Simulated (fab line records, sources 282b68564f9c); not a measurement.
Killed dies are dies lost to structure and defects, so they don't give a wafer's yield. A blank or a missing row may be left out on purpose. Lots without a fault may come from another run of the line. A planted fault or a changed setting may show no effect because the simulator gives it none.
fab line records | flow rit_cmos
record lots=6 wafers=18 last_day=7
route steps=202 shown NWELL@32 PWELL@39 M1@202
lots that met no fault: from a run of the same line without faults
start_h: hours from the record's first day to the start of the lot's first wafer shown | wait_h: hours since the lot's step before | " the same as in the row above | L1.1+2: a row that stands for several wafers | - no value, or no start given | * or withheld: withheld | < > ~ a bound
route shown NAME@n: a module of which the file shows steps, and the number in the route of the first | usual: mean/standard deviation of fault-free wafers | same: alike in all rows | chamber/n: place in a boat | sites: the reading at each site | _std_site: their standard deviation | _edge_site: outer sites' mean less inner sites' | radius_mm: how far each site lies from the wafer's centre | mask NAME#n: copy n | behind: the tool/chamber that last shaped the wafer | hold: why the lot was held/for how many hours/how that ended | device: the transistor (n, p or np) that didn't switch | end of line: the same wafers' tests at the end of the route | a step without rows: its recipe alone | killed: dies lost to structure and defects at the first sort, not the wafer's yield | map: a wafer's dies, x killed, . not, _ none there
set.NAME: the setting as run; set.NAME@STEP: as run at that earlier step | model.NAME: the simulator's own value behind a step, which no gauge read
lots at some steps of the route; a table a step, a row a wafer
services: from which hour (start_h, from the record's first day; less than 0 if before it) a tool's chamber was out of use, for how many hours, and why
## steps
# step RIT_NWELL_PEB_04
# recipe resist=NOVOLAK temp_c=withheld time_s=withheld
# step RIT_NWELL_DEVELOP_05
# recipe resist=NOVOLAK develop_time_s=68 dev_temp_c=23
# step RIT_NWELL_OVL_MEAS_06
# usual NWELL_OVL=-0.3/1.3
# columns lot.wafer tool chamber start_h wait_h NWELL_OVL[nm]
L557.1 overlay-01 - 34.27 - -0.5
L557.2 " - " " -1.7
L557.4 " - " " -0.5
L566.2 overlay-02 - 78.20 - -1.7
L566.4 " - " " -0.6
L566.6 " - " " -1.9
L567.1 overlay-01 - 81.58 - -0.6
L567.3 " - " " -0.3
L567.5 " - " " 1.4
L568.1 overlay-01 - 88.79 - -0.1
L568.4 " - " " 0.4
L568.5 " - " " 1.9
L572.1 overlay-01 - 106.47 - 1.9
L572.2 " - " " 1.1
L572.3 " - " " 0.3
L574.2 overlay-02 - 118.10 - 0.9
L574.4 " - " " 1.0
L574.5 " - " " 1.5
# step RIT_NWELL_HARDBAKE_07
# recipe resist=NOVOLAK temp_c=140 time_s=120
# step RIT_NWELL_IMPLANT_08
# recipe species=P energy_kev=170 dose_cm2=5e+13 tilt_deg=7
# step RIT_NWELL_STRIP_09
# recipe chemistry=O2 time_s=180 resist=NOVOLAK platen_temp_c=withheld power_w=500 pressure_mtorr=4000 o2_flow_sccm=4000
# usual drypump_motor_current_A=5.6/0.35 o2_flow_sccm=4001/11
# columns lot.wafer tool chamber start_h wait_h drypump_motor_current_A o2_flow_sccm rf_hours_counter_h
L557.1 plasma_asher-03 1 34.71 0.1 6.7 4000 40
L557.2 " 0 " " 5.8 3993 40
L557.4 " 1 " " 6.7 4000 -
L566.2 plasma_asher-01 1 78.63 0.1 5.1 4013 39
L566.4 " 0 " " 5.5 4001 -
L566.6 " 1 " " 5.1 3982 -
L567.1 plasma_asher-01 0 82.01 0.1 5.5 4004 40
L567.3 " 1 " " 5.1 4024 -
L567.5 " 1 " " 5.1 4014 -
L568.1 plasma_asher-02 0 89.22 0.1 5.6 4000 45
L568.4 " 1 " " 5.5 3997 -
L568.5 " 0 " " 5.6 3993 -
L572.1 plasma_asher-02 0 106.91 0.1 5.6 4016 47
L572.2 " 1 " " 5.5 4016 47
L572.3 " 0 " " 5.6 4022 -
L574.2 plasma_asher-01 0 118.53 0.1 5.5 4016 44
L574.4 " 0 " " 5.5 4009 -
L574.5 " 1 " " 5.1 3998 -
# step RIT_NWELL_TW_MEAS_10
# usual NWELL_TW=2138/22
# columns lot.wafer tool chamber start_h wait_h NWELL_TW
L557.1 film_metro-04 - 34.89 0.1 2102
L557.2 " - " " 2111
L557.4 " - " " 2106
L566.2 film_metro-02 - 78.81 0.1 2158
L566.4 " - " " 2154
L566.6 " - " " 2174
L567.1 film_metro-02 - 82.19 0.1 2164
L567.3 " - " " 2158
L567.5 " - " " 2159
L568.1 film_metro-02 - 89.40 0.1 2167
L568.4 " - " " 2154
L568.5 " - " " 2161
L572.1 film_metro-02 - 107.08 0.1 2149
L572.2 " - " " 2155
L572.3 " - " " 2155
L574.2 film_metro-03 - 118.72 0.1 2152
L574.4 " - " " 2150
L574.5 " - " " 2139
# step RIT_PWELL_HMDS_00
# recipe prime_time_s=60 prime_temp_c=140
# step RIT_PWELL_COAT_01
# recipe resist=NOVOLAK spin_rpm=2000 resist_thk_nm=1300
# step RIT_PWELL_SOFTBAKE_02
# recipe resist=NOVOLAK temp_c=90 time_s=60
# step RIT_PWELL_EXPOSE_03
# recipe mask_id=M3 na=0.57 target_cd_nm=43700 dose_mj=250
# step RIT_PWELL_PEB_04
# recipe resist=NOVOLAK temp_c=withheld time_s=withheld
# step RIT_PWELL_DEVELOP_05
# recipe resist=NOVOLAK develop_time_s=68 dev_temp_c=23
# usual chill_plate_temp_C=23.01/0.11 developer_temp_C=23.00/0.1 exhaust_pa=45.1/0.79
# columns lot.wafer tool chamber start_h wait_h chill_plate_temp_C developer_temp_C exhaust_pa
L557.1 litho_track-04 0 35 - 23.00 22.97 44.9
L557.2 " 0 " " 22.95 23.01 46.0
L557.4 " 0 " " 23.00 22.76 45.2
L566.2 litho_track-03 0 79 - 23.02 22.99 46.1
L566.4 " 0 " " 22.96 22.99 46.0
L566.6 " 0 " " 23.04 23.02 44.6
L567.1 litho_track-04 0 83 - 23.07 23.82 45.0
L567.3 " 0 " " 23.02 23.82 45.1
L567.5 " 0 " " 22.96 23.89 44.3
L568.1 litho_track-04 0 90 - 23.15 24.07 44.8
L568.4 " 0 " " 23.01 24.05 45.0
L568.5 " 0 " " 23.00 23.96 45.0
L572.1 litho_track-02 0 107 - 23.08 23.03 44.9
L572.2 " 0 " " 23.02 22.95 44.2
L572.3 " 0 " " 22.93 22.88 44.1
L574.2 litho_track-03 0 119 - 22.87 22.95 44.7
L574.4 " 0 " " 23.04 23.14 44.6
L574.5 " 0 " " 22.91 23.08 45.8
# step RIT_PWELL_OVL_MEAS_06
# usual PWELL_OVL=-0.4/1.4
# columns lot.wafer tool chamber start_h wait_h PWELL_OVL[nm]
L557.1 overlay-01 - 35.95 - 0.7
L557.2 " - " " -0.7
L557.4 " - " " -1.7
L566.2 overlay-01 - 79.75 - 1.3
L566.4 " - " " -0.1
L566.6 " - " " 0.2
L567.1 overlay-02 - 83.27 - -2.6
L567.3 " - " " -2.4
L567.5 " - " " -1.4
L568.1 overlay-02 - 90.54 - -1.0
L568.4 " - " " -1.2
L568.5 " - " " 0.1
L572.1 overlay-02 - 108.02 - 0.8
L572.2 " - " " -1.5
L572.3 " - " " -0.5
L574.2 overlay-02 - 119.78 - 0.7
L574.4 " - " " 0.4
L574.5 " - " " -0.8
# step RIT_M1_PROBE_99
# usual killed_at_contacts=0.0/0.18 killed_at_front_end=7/3 killed_dies=7/3 killed_open=3.6/1.9 killed_short=3.2/1.8
# same gross_dies=264 killed_at_M0_to_M3=0 killed_at_M4_up=0 killed_at_back_side=0 killed_at_other=0
# columns lot.wafer tool chamber start_h wait_h killed_at_contacts killed_at_front_end killed_dies killed_open killed_short
L557.1 prober-01 - 74.13 0.1 0 7 7 3 4
L557.2 prober-01 - 74.18 0.1 0 3 3 2 1
L557.4 prober-01 - 74.28 0.2 0 6 6 3 3
L566.2 prober-01 - 117.53 0.1 0 5 5 3 2
L566.4 prober-01 - 117.63 0.2 0 7 7 5 2
L566.6 prober-01 - 117.73 0.2 1 6 7 2 5
L567.1 prober-02 - 122.60 0.1 0 7 7 3 4
L567.3 prober-02 - 122.70 0.2 0 5 5 3 2
L567.5 prober-02 - 122.80 0.2 0 16 16 6 10
L568.1 prober-01 - 127.58 0.1 0 11 11 7 4
L568.4 prober-01 - 127.73 0.2 0 7 7 4 3
L568.5 prober-01 - 127.78 0.2 0 12 12 7 5
L572.1 prober-01 - 142.90 0.1 0 5 5 2 3
L572.2 prober-01 - 142.95 0.1 0 3 3 1 2
L572.3 prober-01 - 143.00 0.2 0 7 7 3 4
L574.2 prober-01 - 157.60 0.1 0 9 9 4 5
L574.4 prober-01 - 157.70 0.2 0 1 1 1 0
L574.5 prober-01 - 157.75 0.2 0 5 5 2 3
# killed by level:class
L557.1 GATE:geometric_particle:short=2 SILICIDE:geometric_particle:short=2 FOX1:geometric_particle:open=1 REOX:geometric_particle:open=1 SILICIDE:geometric_particle:open=1
L557.2 FOX2:geometric_particle:open=1 REOX:geometric_particle:open=1 REOX:geometric_particle:short=1
L557.4 SPACER:geometric_particle:short=2 SPACER:geometric_particle:open=2 REOX:geometric_particle:open=1 REOX:geometric_particle:short=1
L566.2 GATE:geometric_particle:short=2 GATE:geometric_particle:open=2 SPACER:geometric_particle:open=1
L566.4 FOX1:geometric_particle:open=2 GATE:geometric_particle:open=2 FOX1:geometric_particle:short=1 GATE:geometric_particle:short=1 SPACER:geometric_particle:open=1
L566.6 GATE:geometric_particle:short=2 SILICIDE:geometric_particle:open=2 SPACER:geometric_particle:short=1 SILICIDE:geometric_particle:short=1 CONTACT:geometric_particle:short=1
L567.1 GATE:geometric_particle:short=3 FOX1:geometric_particle:open=2 FOX1:geometric_particle:short=1 REOX:geometric_particle:open=1
L567.3 SPACER:geometric_particle:open=2 GATE:geometric_particle:open=1 GATE:geometric_particle:short=1 SILICIDE:geometric_particle:short=1
L567.5 GATE:geometric_particle:short=6 GATE:geometric_particle:open=2 REOX:geometric_particle:short=2 SPACER:geometric_particle:open=2 FOX1:geometric_particle:short=1 REOX:geometric_particle:open=1 SPACER:geometric_particle:short=1 SILICIDE:geometric_particle:open=1
L568.1 GATE:geometric_particle:open=5 REOX:geometric_particle:open=2 REOX:geometric_particle:short=2 GATE:geometric_particle:short=1 SPACER:geometric_particle:short=1
L568.4 GATE:geometric_particle:short=2 GATE:geometric_particle:open=2 FOX1:geometric_particle:short=1 REOX:geometric_particle:open=1 SPACER:geometric_particle:open=1
L568.5 GATE:geometric_particle:open=3 REOX:geometric_particle:open=3 REOX:geometric_particle:short=3 FOX1:geometric_particle:short=1 SILICIDE:geometric_particle:open=1 SILICIDE:geometric_particle:short=1
L572.1 GATE:geometric_particle:short=3 FOX1:geometric_particle:open=1 SPACER:geometric_particle:open=1
L572.2 GATE:geometric_particle:short=1 REOX:geometric_particle:open=1 SPACER:geometric_particle:short=1
L572.3 REOX:geometric_particle:open=2 SPACER:geometric_particle:short=2 FOX1:geometric_particle:short=1 GATE:geometric_particle:open=1 GATE:geometric_particle:short=1
L574.2 GATE:geometric_particle:short=4 SPACER:geometric_particle:open=2 FOX1:geometric_particle:open=1 FOX2:geometric_particle:short=1 GATE:geometric_particle:open=1
L574.4 SPACER:geometric_particle:open=1
L574.5 FOX1:geometric_particle:short=1 REOX:geometric_particle:short=1 SPACER:geometric_particle:short=1 SPACER:geometric_particle:open=1 SILICIDE:geometric_particle:open=1
## services
# columns tool chamber start_h hours kind
plasma_asher-03 - 108.75 9.0 pm
plasma_asher-03 0 108.75 9.0 vent_cycle
plasma_asher-03 1 108.75 9.0 vent_cycle
plasma_asher-03 0 117.75 - clean
plasma_asher-03 1 117.75 - clean
## key
first_sign step=RIT_PWELL_DEVELOP_05 reading=developer_temp_C direction=up sigmas=8.9 usual=* struck=*
effect none on later readings
met_at RIT_PWELL_DEVELOP_05
struck_wafers L567.1,L567.3,L567.5,L568.1,L568.4,L568.5
tester_left_out L567,L568
onset_between 35 83
fault kind=process_parameter_drift tool=litho_track-04 chamber=- onset_h=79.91 steps=RIT_PWELL_DEVELOP_05 channel=dev_temp_c offset=* shape=step end_h=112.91 acts_in=* stated=*
# tester_left_out: of these lots the tester's yield and bins aren't shown, on N5 and GAA mostly nor the transistor test; their killed dies are dies lost to structure and defects alone, not to doping, threshold or leakage, so they don't give the yield
